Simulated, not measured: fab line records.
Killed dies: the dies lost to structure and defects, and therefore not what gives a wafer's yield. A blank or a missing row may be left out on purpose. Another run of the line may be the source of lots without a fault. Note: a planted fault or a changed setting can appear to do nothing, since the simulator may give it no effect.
Which of the tools did it? ; flow berkeley-cmos170 ; Sampling: 14 lots, 42 wafers, 2 of 331 route steps

WHAT THE GAUGES SHOWED, per wafer
UCB170_ACTIVE_THK_MEAS_06.
lot;measured;on;ACTIVE_NITRIDE_THK (nm)
L779;day 4 03:41;film-metro-04;216.9 218.6 215.9
L782;day 4 10:32;film-metro-04;221.0 221.1 221.4
L783;day 4 16:25;film-metro-03;222.7 222.9 221.0
L785;day 4 20:56;film-metro-02;338.6 338.4 338.6
L786;day 5 13:18;film-metro-04;338.6 337.0 336.5
L792;day 6 19:43;film-metro-04;218.6 220.0 219.7
L794;day 7 04:48;film-metro-04;220.5 222.6 220.5
L795;day 8 01:32;film-metro-02;220.6 217.2 217.9
L796;day 8 07:17;film-metro-03;225.7 223.4 225.3
L797;day 8 07:12;film-metro-04;222.4 224.7 222.3
L798;day 8 07:12;film-metro-03;220.6 221.7 222.1
L799;day 8 07:16;film-metro-04;219.1 218.0 219.4
L800;day 8 09:27;film-metro-02;221.8 224.5 224.5
L801;day 8 09:27;film-metro-04;219.5 220.5 218.6

WHICH TOOL RAN EACH LOT (tool, then ch and the chambers of the sampled wafers, then the start)
lot;UCB170_ACTIVE_CVD_05
L779;lpcvd-02 ch 1, day 4 01:46
L782;lpcvd-02 ch 1, day 4 08:35
L783;lpcvd-02 ch 0, day 4 14:30
L785;lpcvd-02 ch 0, day 4 19:01
L786;lpcvd-02 ch 0, day 5 11:22
L792;lpcvd-01 ch 1, day 6 17:49
L794;lpcvd-01 ch 0, day 7 02:53
L795;lpcvd-02 ch 1, day 7 22:39
L796;lpcvd-01 ch 0, day 8 05:17
L797;lpcvd-01 ch 0, day 8 05:17
L798;lpcvd-01 ch 0, day 8 05:17
L799;lpcvd-01 ch 0, day 8 05:17
L800;lpcvd-02 ch 0, day 8 07:32
L801;lpcvd-02 ch 0, day 8 07:32
- UCB170_ACTIVE_CVD_05: deposits Si3N4 from SiH2Cl2/NH3, target thk 220 nm, time 3300 s.

AS READ BY THE TOOLS THEMSELVES (means over the sampled wafers that have a number; for cases with no such wafer, the mark the record gives instead)
UCB170_ACTIVE_CVD_05.
lot;tool;susceptor-temp-C (C);zone-power-source-pct (%)
L779;lpcvd-02;799.93;21.9
L782;lpcvd-02;800.14;21.7
L783;lpcvd-02;800.12;17.0
L785;lpcvd-02;800.11;17.1
L786;lpcvd-02;800.09;17.1
L792;lpcvd-01;799.61;19.2
L794;lpcvd-01;800.07;23.5
L795;lpcvd-02;800.01;22.1
L796;lpcvd-01;800.24;23.5
L797;lpcvd-01;799.75;23.5
L798;lpcvd-01;800.18;23.7
L799;lpcvd-01;800.27;23.6
L800;lpcvd-02;800.23;17.2
L801;lpcvd-02;800.08;17.0

THE ANSWER, worked out from the rows above alone
Rule: what is usual is taken from the lots themselves. The widest of any qualifying gaps counts: lots, ordered by their means at a reading, are off when they make up no more than a third of the lots, leave a main group of 4 or more, and stand apart from it by 3 or more times the standard deviation of that group's means. A main group is skipped when, at the precision printed for the reading in the tables above, its means are all equal. A lot without any number at a reading at which 4 lots or more have one is off too. Any other lot the step has rows for is counted as sound. After the gauges, taken in route order, come the tools' own readings; for these a lot's mean is taken, as printed above. At the first step where some lot is off, the reading lying furthest off is the one used; lots without a number count as furthest.
Off: L785, L786, at UCB170_ACTIVE_THK_MEAS_06 (ACTIVE_NITRIDE_THK). Mean 220.9 nm and standard deviation 2.2 in the main group.
If a tool, at a process step before that reading, ran all the lots that are off and no sound lot after the first of them, it fits. Those tools and the gauges at UCB170_ACTIVE_THK_MEAS_06 are tried in the same way. No candidate that was tried fits.

WHAT WAS PUT IN BY THE SIMULATOR
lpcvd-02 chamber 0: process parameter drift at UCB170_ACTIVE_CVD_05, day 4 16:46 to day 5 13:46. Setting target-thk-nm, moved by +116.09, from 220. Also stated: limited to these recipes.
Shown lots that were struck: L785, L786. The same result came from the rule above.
